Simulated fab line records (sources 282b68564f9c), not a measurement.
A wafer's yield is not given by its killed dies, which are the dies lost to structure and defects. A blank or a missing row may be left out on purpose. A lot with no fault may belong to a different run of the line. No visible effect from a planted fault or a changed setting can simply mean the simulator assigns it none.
Which tool is to blame? :: flow rit_cmos :: 14 lots with 42 wafers sampled at 4 steps, on a route of 202 steps

WHAT THE GAUGES READ, wafer by wafer
RIT_FOX2_THK_MEAS_90.
lot: L622
measured: day 1 19:21
on: film_metro-02
FIELD_OXIDE_LEFT_1_THK (nm): 312 309 316

lot: L624
measured: day 2 05:23
on: film_metro-02
FIELD_OXIDE_LEFT_1_THK (nm): 318 322 318

lot: L629
measured: day 3 07:20
on: film_metro-01
FIELD_OXIDE_LEFT_1_THK (nm): 317 323 320

lot: L630
measured: day 3 21:26
on: film_metro-01
FIELD_OXIDE_LEFT_1_THK (nm): 326 323 322

lot: L631
measured: day 4 00:23
on: film_metro-02
FIELD_OXIDE_LEFT_1_THK (nm): 319 319 318

lot: L632
measured: day 4 00:23
on: film_metro-01
FIELD_OXIDE_LEFT_1_THK (nm): 314 313 316

lot: L638
measured: day 5 03:14
on: film_metro-02
FIELD_OXIDE_LEFT_1_THK (nm): 320 321 327

lot: L640
measured: day 5 14:38
on: film_metro-04
FIELD_OXIDE_LEFT_1_THK (nm): 318 313 315

lot: L641
measured: day 5 20:50
on: film_metro-02
FIELD_OXIDE_LEFT_1_THK (nm): 330 325 324

lot: L642
measured: day 5 23:37
on: film_metro-02
FIELD_OXIDE_LEFT_1_THK (nm): 319 319 315

lot: L643
measured: day 6 05:36
on: film_metro-02
FIELD_OXIDE_LEFT_1_THK (nm): 315 312 315

lot: L645
measured: day 6 15:23
on: film_metro-04
FIELD_OXIDE_LEFT_1_THK (nm): 317 316 318

RIT_PWELL_OVL_MEAS_06.
lot: L622
measured: day 1 21:59
on: overlay-01
PWELL_OVL (nm): -1.4 -1.9 -1.5

lot: L624
measured: day 2 07:59
on: overlay-01
PWELL_OVL (nm): -0.5 -0.5 -1.4

lot: L629
measured: day 3 10:02
on: overlay-01
PWELL_OVL (nm): -1.7 -2.4 -3.9

lot: L630
measured: day 4 00:22
on: overlay-02
PWELL_OVL (nm): 1.1 1.2 1.0

lot: L631
measured: day 4 03:08
on: overlay-01
PWELL_OVL (nm): 0.0 -0.3 -0.3

lot: L632
measured: day 4 03:22
on: overlay-02
PWELL_OVL (nm): 0.0 -1.5 0.1

lot: L638
measured: day 5 05:50
on: overlay-02
PWELL_OVL (nm): -0.2 0.5 2.2

lot: L640
measured: day 5 17:16
on: overlay-02
PWELL_OVL (nm): -0.2 -0.2 -0.5

lot: L641
measured: day 5 23:22
on: overlay-01
PWELL_OVL (nm): -3.4 -3.4 -3.6

lot: L642
measured: day 6 02:07
on: overlay-02
PWELL_OVL (nm): 0.5 0.0 0.7

lot: L643
measured: day 6 08:20
on: overlay-02
PWELL_OVL (nm): -1.1 -1.8 0.4

lot: L645
measured: day 6 17:59
on: overlay-02
PWELL_OVL (nm): -2.1 -1.2 -1.3

RIT_WELLDRIVE_RS_MEAS_02: measures by four-point-probe.
lot: L622
measured: day 2 03:53
on: film_metro-03
PWELL_RS (ohm/sq): 430.0 428.2 429.6

lot: L624
measured: day 2 13:52
on: film_metro-01
PWELL_RS (ohm/sq): 429.5 429.9 429.5

lot: L629
measured: day 3 18:47
on: film_metro-04
PWELL_RS (ohm/sq): 427.4 427.7 429.9

lot: L630
measured: day 4 06:14
on: film_metro-04
PWELL_RS (ohm/sq): 428.5 427.8 428.6

lot: L631
measured: day 4 10:01
on: film_metro-04
PWELL_RS (ohm/sq): 429.1 427.9 428.8

lot: L632
measured: day 4 10:01
on: film_metro-03
PWELL_RS (ohm/sq): 428.7 427.2 428.5

lot: L638
measured: day 5 11:59
on: film_metro-04
PWELL_RS (ohm/sq): 427.6 427.4 426.2

lot: L640
measured: day 5 23:08
on: film_metro-04
PWELL_RS (ohm/sq): 428.5 427.9 427.5

lot: L641
measured: day 6 05:16
on: film_metro-04
PWELL_RS (ohm/sq): 426.7 427.7 426.2

lot: L642
measured: day 6 08:47
on: film_metro-03
PWELL_RS (ohm/sq): 427.5 427.8 427.9

lot: L643
measured: day 6 14:13
on: film_metro-01
PWELL_RS (ohm/sq): 428.9 428.4 430.0

lot: L645
measured: day 7 00:19
on: film_metro-04
PWELL_RS (ohm/sq): 427.2 426.2 427.4

TOOL THAT RAN EACH LOT (tool first, then ch and the chambers of the sampled wafers, then the start)
lot: L622
RIT_ACTIVE_OXIDATION_01: furnace-03 ch 0, day 1 10:07

lot: L624
RIT_ACTIVE_OXIDATION_01: furnace-04 ch 0, day 1 20:07

lot: L629
RIT_ACTIVE_OXIDATION_01: furnace-04 ch 0, day 2 21:07

lot: L630
RIT_ACTIVE_OXIDATION_01: furnace-03 ch 0, day 3 02:07

lot: L631
RIT_ACTIVE_OXIDATION_01: furnace-03 ch 0, day 3 09:14

lot: L632
RIT_ACTIVE_OXIDATION_01: furnace-03 ch 0, day 3 12:15

lot: L633
RIT_ACTIVE_OXIDATION_01: furnace-04, day 3 19:34

lot: L634
RIT_ACTIVE_OXIDATION_01: furnace-04, day 3 22:07

lot: L638
RIT_ACTIVE_OXIDATION_01: furnace-02 ch 0, day 4 18:07

lot: L640
RIT_ACTIVE_OXIDATION_01: furnace-02 ch 0, day 5 04:07

lot: L641
RIT_ACTIVE_OXIDATION_01: furnace-02 ch 0, day 5 09:07

lot: L642
RIT_ACTIVE_OXIDATION_01: furnace-02 ch 0, day 5 14:07

lot: L643
RIT_ACTIVE_OXIDATION_01: furnace-02 ch 0, day 5 19:07

lot: L645
RIT_ACTIVE_OXIDATION_01: furnace-02 ch 0, day 6 05:07
- RIT_ACTIVE_OXIDATION_01: target thk 46.8 nm, ox time 3360 s.

WHAT THE TOOLS THEMSELVES READ (means of the sampled wafers that have a number; where no wafer has one, the mark that the record gives instead)
RIT_ACTIVE_OXIDATION_01.
lot: L622
tool: furnace-03
ox_temp_c (C): 994.6
ox_temp_c_max: 997.6
zone_power_source_pct (%): 36.2

lot: L624
tool: furnace-04
ox_temp_c (C): 994.8
ox_temp_c_max: 997.4
zone_power_source_pct (%): 37.0

lot: L629
tool: furnace-04
ox_temp_c (C): 994.2
ox_temp_c_max: 997.8
zone_power_source_pct (%): 36.5

lot: L630
tool: furnace-03
ox_temp_c (C): 994.3
ox_temp_c_max: 997.5
zone_power_source_pct (%): 36.4

lot: L631
tool: furnace-03
ox_temp_c (C): 994.2
ox_temp_c_max: 997.2
zone_power_source_pct (%): 36.4

lot: L632
tool: furnace-03
ox_temp_c (C): 994.6
ox_temp_c_max: 997.3
zone_power_source_pct (%): 36.1

lot: L633
tool: furnace-04
ox_temp_c (C): -
ox_temp_c_max: -
zone_power_source_pct (%): -

lot: L634
tool: furnace-04
ox_temp_c (C): -
ox_temp_c_max: -
zone_power_source_pct (%): -

lot: L638
tool: furnace-02
ox_temp_c (C): 994.3
ox_temp_c_max: 1001.3
zone_power_source_pct (%): 36.0

lot: L640
tool: furnace-02
ox_temp_c (C): 995.1
ox_temp_c_max: 1002.4
zone_power_source_pct (%): 35.8

lot: L641
tool: furnace-02
ox_temp_c (C): 994.0
ox_temp_c_max: 1001.2
zone_power_source_pct (%): 35.4

lot: L642
tool: furnace-02
ox_temp_c (C): 994.5
ox_temp_c_max: 1001.5
zone_power_source_pct (%): 35.8

lot: L643
tool: furnace-02
ox_temp_c (C): 994.2
ox_temp_c_max: 1000.2
zone_power_source_pct (%): 35.7

lot: L645
tool: furnace-02
ox_temp_c (C): 994.6
ox_temp_c_max: 1001.5
zone_power_source_pct (%): 35.9

THE ANSWER, worked out from the rows above alone
Rule: the lots themselves supply what counts as usual. Put in order of their means at a reading, lots are off if they are a third of the lots or fewer, leave a main group of 4 or more, and stand apart from it by a gap of 3 or more times the standard deviation of the main group's means; of several such gaps the widest counts. A main group whose means are all the same, to the digits that the tables above print for the reading, isn't used. A lot without any number at a reading at which 4 lots or more have one is off too. The other lots that the step has rows for count as sound. The gauges are gone through in route order, then the tools' own readings, and for those a lot's mean is taken as printed above. At the first step where some lot is off, the reading lying furthest off is the one used; lots without a number count as furthest.
Off, at RIT_ACTIVE_OXIDATION_01 on ox_temp_c: L633, L634. Without a number there: L633, L634. Mean 994.5 C and standard deviation 0.3 in the main group.
A tool fits if, at that step or a process step before it, it ran every lot that is off, and no sound lot after the first of them. One candidate fits, namely furnace-04 at RIT_ACTIVE_OXIDATION_01. Its last sound lot is L629 (day 2 21:07), its first lot that is off L633 (day 3 19:34): a fault that began between those two fits.
Blank at RIT_ACTIVE_OXIDATION_01 on the lots that are off, where sound lots have numbers: ox_temp_c, ox_temp_c_max, zone_power_source_pct.

WHAT HAD BEEN PUT IN BY THE SIMULATOR
Step skipped in full: furnace-04, at RIT_ACTIVE_OXIDATION_01, from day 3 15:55 onward. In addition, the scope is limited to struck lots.
Shown lots that were struck: L633, L634. Same finding as the rule above.
